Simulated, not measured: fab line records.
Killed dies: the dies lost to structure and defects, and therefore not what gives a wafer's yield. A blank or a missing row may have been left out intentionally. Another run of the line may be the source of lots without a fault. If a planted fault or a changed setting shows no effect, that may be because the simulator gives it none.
Split-lot study | flow rit_cmos | 23 wafers read from 5 lots, route of 202 steps

## THE SPLIT ITSELF
At RIT_ACTIVE_COAT_06 (resist thk 1000 nm), the setting spin_rpm was moved away from the recipe's 3250 rpm on 4 of the 23 wafers read, by -7.0% to +6.7%. All remaining wafers had this setting at the recipe value.

No step appears in the file between the split and the reading.

## THE READING
NOVOLAK_of_ACTIVE_COAT_06.thk_nm (the simulator's own value, which no gauge read), in nm, at RIT_ACTIVE_HARDBAKE_12 (time 60 s). The file gives no usual value for it. The 19 wafers here that ran the recipe average 883.2 nm, standard deviation 2.4 nm.

wafer  | tool, chamber at the split | spin_rpm as run, rpm | against the recipe | NOVOLAK_of_ACTIVE_COAT_06.thk_nm, nm | against lot-mates on the recipe
L074.1 | litho_track-01, 0          | 3250                 | recipe             | 882.5                                | -
L074.3 | litho_track-01, 0          | 3250                 | recipe             | 880.9                                | -
L074.4 | litho_track-01, 0          | 3250                 | recipe             | 882.9                                | -
L074.5 | litho_track-01, 0          | 3250                 | recipe             | 883                                  | -
L074.6 | litho_track-01, 0          | 3250                 | recipe             | 884.4                                | -
L077.1 | litho_track-03, 0          | 3467                 | +6.7%              | 858.8                                | -25.8
L077.2 | litho_track-03, 0          | 3250                 | recipe             | 887                                  | -
L077.3 | litho_track-03, 0          | 3250                 | recipe             | 882.9                                | -
L077.5 | litho_track-03, 0          | 3467                 | +6.7%              | 859.1                                | -25.5
L077.6 | litho_track-03, 0          | 3250                 | recipe             | 883.8                                | -
L078.1 | litho_track-01, 0          | 3250                 | recipe             | 881.5                                | -
L078.2 | litho_track-01, 0          | 3250                 | recipe             | 876.1                                | -
L078.3 | litho_track-01, 0          | 3250                 | recipe             | 883.5                                | -
L078.4 | litho_track-01, 0          | 3250                 | recipe             | 882.5                                | -
L078.5 | litho_track-01, 0          | 3250                 | recipe             | 880.5                                | -
L079.1 | litho_track-01, 0          | 3250                 | recipe             | 886.4                                | -
L079.4 | litho_track-01, 0          | 3250                 | recipe             | 884.2                                | -
L079.6 | litho_track-01, 0          | 3250                 | recipe             | 883.7                                | -
L083.1 | litho_track-01, 0          | 3250                 | recipe             | 886.5                                | -
L083.2 | litho_track-01, 0          | 3250                 | recipe             | 884.9                                | -
L083.3 | litho_track-01, 0          | 3021                 | -7.0%              | 919.7                                | +34.5
L083.5 | litho_track-01, 0          | 3021                 | -7.0%              | 917.2                                | +32.0
L083.6 | litho_track-01, 0          | 3250                 | recipe             | 884.3                                | -

FIT RESULTS
A straight line over all 23 wafers: NOVOLAK_of_ACTIVE_COAT_06.thk_nm changes by -4.35 nm for each +1% of spin_rpm; r = -0.98; the points scatter about the line by 3 nm.
The same after taking each lot's own level away (the mean of its wafers on the recipe; 23 wafers): -4.3 nm for each +1%; r = -0.99; scatter 2 nm.
The reading moves by 30 nm for the largest change in spin_rpm, on that fit.
Measured against the standard deviation above, the lots' own levels, which go from 880.82 to 885.23 nm, span 1.8 times it.
Consequently the slope shifts little with the lot-to-lot level, the two slopes agreeing.
Check: +29.2 nm against its lot-mates is what the line predicts for one of the wafers moved furthest among these (-7.0%) when that wafer is left out of the fit. Against them it came out at +34.5 nm.

## THE WHOLE CHAIN: every reading that the file lists as answering this split, in the file's order
step                   | what it does       | reading                                                                           | change (the file's fit)              | r (the file's)
RIT_ACTIVE_COAT_06     | resist thk 1000 nm | NOVOLAK_of_ACTIVE_COAT_06.thk_nm (the simulator's own value, which no gauge read) | -5.07 nm for each +1% of the setting | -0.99
RIT_ACTIVE_HARDBAKE_12 | time 60 s          | NOVOLAK_of_ACTIVE_COAT_06.thk_nm (the simulator's own value, which no gauge read) | -4.3 nm for each +1% of the setting  | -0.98

## THE FILE'S OWN FIT
NOVOLAK_of_ACTIVE_COAT_06.thk_nm changes by -4.3 nm for each +1% of spin_rpm, r = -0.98.
